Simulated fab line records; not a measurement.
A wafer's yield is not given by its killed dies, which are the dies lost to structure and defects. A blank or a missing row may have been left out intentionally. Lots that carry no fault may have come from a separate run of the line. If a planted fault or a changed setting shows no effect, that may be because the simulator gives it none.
Code-filled problem report in 8D (eight disciplines) form / flow berkeley-cmos170 / the parts of the form that need people (team, actions taken, sign-off) are left out

== 1. THE ISSUE ==
Wafers without a fault read 20.001, standard deviation 0.0069; beam-energy-keV at UCB170_PSD_IMPLANT_08 reads a mean of 20.225 on 9 wafers belonging to 3 lots. Relative to the usual mean, that is a shift of +33 standard deviations.
First observed at day 9 20:12: wafer L314.1, on implanter-03. The record holds 45 wafers of 15 lots with a number at this step. The rule behind "out" and "out of limits": a value lying over 4 standard deviations away from the usual mean. All remaining wafers that have a number are taken as sound.

== 2. WHAT IT IS, WHAT IT ISN'T ==
question=which readings at this step | is=beam-energy-keV | is not=-
question=which lots | is=L314, L315, L318 | is not=L305, L306, L307, L308, L310, L311, L313, L316, L322, L324, L325, L326
question=which wafers of those lots | is=all that have a number | is not=-
question=read on which tools | is=implanter-03 | is not=implanter-01, implanter-02
question=when | is=from day 9 20:12 | is not=up to then (24 sound wafers); but 12 sound wafers of L322, L324, L325, L326 came after

== 3. THE SUSPECTS, EACH WITH WHAT RULES IT OUT ==
Counting: a tool at any process step up to the reading remains a suspect when it ran all the lots that are out and ran no sound lot after the first of those.
- implanter-03 at UCB170_PSD_IMPLANT_08: kept. Every lot that is out went through it, starting with L314 (day 9 20:12), and after that it ran no sound lot; the last sound lot it ran before then is L316 (day 9 19:52). On those wafers its own readings are out: beam-energy-keV.
The count leaves implanter-03 at UCB170_PSD_IMPLANT_08.

== 4. THE CAUSE (what the simulator had put in) ==
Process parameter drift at UCB170_PSD_IMPLANT_08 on implanter-03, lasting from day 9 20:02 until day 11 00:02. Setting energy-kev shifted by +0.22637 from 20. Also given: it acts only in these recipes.
The count eliminated every tool but this one.

== 5. THE CHAIN OF EFFECTS, in route order ==
Rows list readings where the struck wafers' mean (over those with a number) sits beyond 3 standard deviations from the usual. Only readings whose record carries a usual standard deviation are examined. hours: median over the lots of the time between each lot's start at the first step of this table that gives one and its start at this step. sigmas: the change, counted in usual standard deviations.
hours=0; step=UCB170_PSD_IMPLANT_08; reading=beam-energy-keV; usual=20.001; on struck wafers=20.225; change=+0.224; sigmas=+33
Process steps it contains:
- UCB170_PSD_IMPLANT_08
At these later measuring or inspecting steps, every struck wafer for which the step has a row has a number for every such reading, and none has moved that far: UCB170_M3_CD_MEAS_15.

== 6. WHAT WOULD HAVE CAUGHT IT SOONER ==
First out-of-limits reading in this record: day 9 20:12, which is 0 hours after fault onset at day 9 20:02.
